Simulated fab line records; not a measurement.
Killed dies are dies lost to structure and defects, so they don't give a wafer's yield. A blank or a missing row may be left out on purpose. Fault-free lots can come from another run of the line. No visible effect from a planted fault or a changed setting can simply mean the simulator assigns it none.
The tool behind it: which one? | flow rit_cmos | 7 lots with 21 wafers sampled at 3 steps, on a route of 202 steps

== WHAT THE GAUGES SHOWED, per wafer ==
RIT_SDANNEAL_RS_MEAS_05: the measuring method here is four-point-probe.
lot  | measured    | on            | NSD_RS (ohm/sq)
L844 | day 3 15:24 | film_metro-03 | 84.0 83.7 83.8
L846 | day 4 02:10 | film_metro-03 | 83.4 83.8 83.8
L848 | day 4 10:13 | film_metro-03 | 84.4 84.2 84.4
L857 | day 6 06:06 | film_metro-03 | 84.0 84.0 84.0
L859 | day 6 12:02 | film_metro-03 | 84.1 83.9 83.9
L863 | day 7 12:46 | film_metro-01 | 84.2 84.4 84.5
L865 | day 7 21:06 | film_metro-02 | 84.6 84.6 84.6

== WHAT TOOL EACH LOT RAN ON (gives the tool, then ch and the chambers of the sampled wafers, and finally the start) ==
lot  | RIT_SDANNEAL_CLEAN_00          | RIT_SDANNEAL_RTA_03
L844 | wet_bench-04 ch 1, day 3 14:50 | rtp_anneal-02 ch 0, day 3 15:14
L846 | wet_bench-04 ch 0, day 4 01:36 | rtp_anneal-02 ch 0, day 4 01:59
L848 | wet_bench-04 ch 1, day 4 09:37 | rtp_anneal-02 ch 0, day 4 10:01
L857 | wet_bench-03 ch 1, day 6 05:31 | rtp_anneal-01 ch 0, day 6 05:55
L859 | wet_bench-02 ch 1, day 6 11:28 | rtp_anneal-01 ch 0, day 6 11:52
L863 | wet_bench-03 ch 2, day 7 12:13 | rtp_anneal-01 ch 0, day 7 12:35
L865 | wet_bench-03 ch 0, day 7 20:16 | rtp_anneal-01 ch 0, day 7 20:52
- RIT_SDANNEAL_CLEAN_00: cleans in SC1, time 600 s.
- RIT_SDANNEAL_RTA_03: time 5 s.

== THE ANSWER, worked out from the rows above alone ==
Rule: usual is defined by the lots themselves. Put in order of their means at a reading, lots are off if they are a third of the lots or fewer, leave a main group of 4 or more, and stand apart from it by a gap of 3 or more times the standard deviation of the main group's means; of several such gaps the widest counts. A main group is skipped when, at the precision printed for the reading in the tables above, its means are all equal. Also off: a lot with no number at a reading for which 4 or more lots have one. The other lots that the step has rows for count as sound.
No lot is off on any of the readings shown, so nothing can be concluded from this.

== WHAT THE SIMULATOR HAD PUT IN ==
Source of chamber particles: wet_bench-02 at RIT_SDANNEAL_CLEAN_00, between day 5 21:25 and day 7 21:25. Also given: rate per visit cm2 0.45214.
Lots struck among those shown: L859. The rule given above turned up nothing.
